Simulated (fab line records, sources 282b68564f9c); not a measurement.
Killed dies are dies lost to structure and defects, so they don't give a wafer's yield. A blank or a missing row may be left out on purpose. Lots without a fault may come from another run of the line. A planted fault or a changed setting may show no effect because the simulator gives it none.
Problem report in the 8D (eight disciplines) form, filled by code | flow rit_cmos | the parts of the form that need people (team, actions taken, sign-off) are left out

1. THE PROBLEM
rf_fwd_power_W at RIT_GATE_ETCH_19 reads a mean of 185.3 W on 6 wafers of 2 lots; wafers without a fault read 159.4 W with a standard deviation of 0.49. That is +53 standard deviations from the usual mean.
The step: etches poly-Si in SF6/CHF3/O2, stops on SiO2, time 165 s, target depth 312.5 nm.
First seen on wafer L983.3, day 5 21:49, on rie_si-01. The record holds 18 wafers of 6 lots with a number at this step. Rule for "out", or "out of limits": more than 4 standard deviations from the usual mean. The other wafers with a number count as sound.

2. WHAT IT IS AND WHAT IT IS NOT
question                    | is                     | is not
which readings at this step | rf_fwd_power_W         | drypump_motor_current_A, oes_product_au
which lots                  | L983, L985             | L970, L972, L973, L977
which wafers of those lots  | all that have a number | -
read on which tools         | rie_si-01              | rie_si-02
when                        | from day 5 21:49       | up to then (12 sound wafers)

3. SUSPECTS, AND WHAT RULES EACH OUT
Counting: a tool at a process step up to the reading stays a suspect if it ran every lot that is out and no sound lot after the first of them.
- rie_si-01 at RIT_GATE_ETCH_19 (etches poly-Si in SF6/CHF3/O2, stops on SiO2, time 165 s, target depth 312.5 nm): kept. It ran every lot that is out, first L983 (day 5 21:49), and no sound lot after that; its last sound lot up to then is L977 (day 4 21:07). Its own readings are out on those wafers: rf_fwd_power_W.
Left after counting: rie_si-01 at RIT_GATE_ETCH_19.

4. THE CAUSE (what the simulator had put in)
Process parameter drift: rie_si-01, from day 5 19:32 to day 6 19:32, at RIT_GATE_ETCH_19. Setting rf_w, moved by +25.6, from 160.
Counting left only this tool.

5. THE CHAIN OF EFFECTS, in route order
Each row: a reading whose mean over the struck wafers that have a number lies more than 3 standard deviations from the usual. Only readings for which the record gives a usual standard deviation are gone through. hours: the time from each lot's start at the first step in this table that gives one to its start at this step, as a median over the lots. sigmas: the change in usual standard deviations.
hours | step             | reading        | usual   | on struck wafers | change | sigmas
0     | RIT_GATE_ETCH_19 | rf_fwd_power_W | 159.4 W | 185.3            | +25.9  | +53
The process steps in it:
- RIT_GATE_ETCH_19: etches poly-Si in SF6/CHF3/O2, stops on SiO2, time 165 s, target depth 312.5 nm.

6. WHAT WOULD HAVE CAUGHT IT SOONER
In this record the first reading out of limits was taken at day 5 21:49, 2 hours after the fault began at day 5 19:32.
